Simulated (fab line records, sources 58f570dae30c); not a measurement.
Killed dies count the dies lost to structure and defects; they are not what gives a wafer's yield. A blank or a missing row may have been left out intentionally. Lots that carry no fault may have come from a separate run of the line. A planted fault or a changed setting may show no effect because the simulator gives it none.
2 desks looking at one fault	flow berkeley-cmos170	each desk holds nothing but its own numbers, with what lay behind them at the end

## THE TOOL OWNER'S DESK: rie-diel-02
The tool's own readings at UCB170_V2_ETCH_14 (etches SiO2 in CHF3/CF4/Ar, stops on Al, target depth 1250 nm, time 291 s): means of the sampled wafers that have a number, for each lot that ran on this tool. If a lot's mean is further than 4 standard deviations from the usual mean, the lot is out of limits and carries the mark OUT (the distance appears in the brackets).
Columns: A = cf4-flow-sccm at UCB170_V2_ETCH_14, usual 15.00 sccm; B = drypump-motor-current-A at UCB170_V2_ETCH_14, usual 5.7 A; C = oes-product-au at UCB170_V2_ETCH_14, usual 0.872 a.u.; D = throttle-valve-pct at UCB170_V2_ETCH_14, usual 6.93 %
lot	first seen here	A	B	C	D
L959	day 8 05:14	15.01	5.6	0.883	6.79
L964	day 9 05:43	14.97	5.6	0.875	6.88
L965	day 9 14:22	15.01	5.6	0.868	6.80
Result from this desk: across the 3 lots, nothing is out of limits.

## METROLOGY DESK
What the gauges read for every lot (on any tool): the sampled wafers with a number, averaged. If a lot's mean is further than 4 standard deviations from the usual mean, the lot is out of limits and carries the mark OUT (the distance appears in the brackets).
Columns: A = cd-nm at UCB170_V1_CD_MEAS_90, usual 700.1 nm
lot	first seen here	A
L958	day 7 16:16	700.9
L957	day 7 16:34	701.5
L959	day 8 00:27	700.3
L960	day 8 06:04	699.1
L961	day 8 11:46	700.5
L964	day 9 00:11	701.3
L965	day 9 08:29	699.6
L971	day 10 06:29	699.1
L969	day 10 06:40	699.9
L975	day 11 04:44	700.2
L976	day 11 06:02	699.6
L979	day 11 21:29	698.7
L978	day 11 21:49	696.7
L980	day 12 02:07	700.3
Result from this desk: across the 14 lots, nothing is out of limits.

## PUT TOGETHER
The tool owner's desk saw nothing out of limits.
The metrology desk saw nothing out of limits.

## WHAT THE SIMULATOR PUT IN
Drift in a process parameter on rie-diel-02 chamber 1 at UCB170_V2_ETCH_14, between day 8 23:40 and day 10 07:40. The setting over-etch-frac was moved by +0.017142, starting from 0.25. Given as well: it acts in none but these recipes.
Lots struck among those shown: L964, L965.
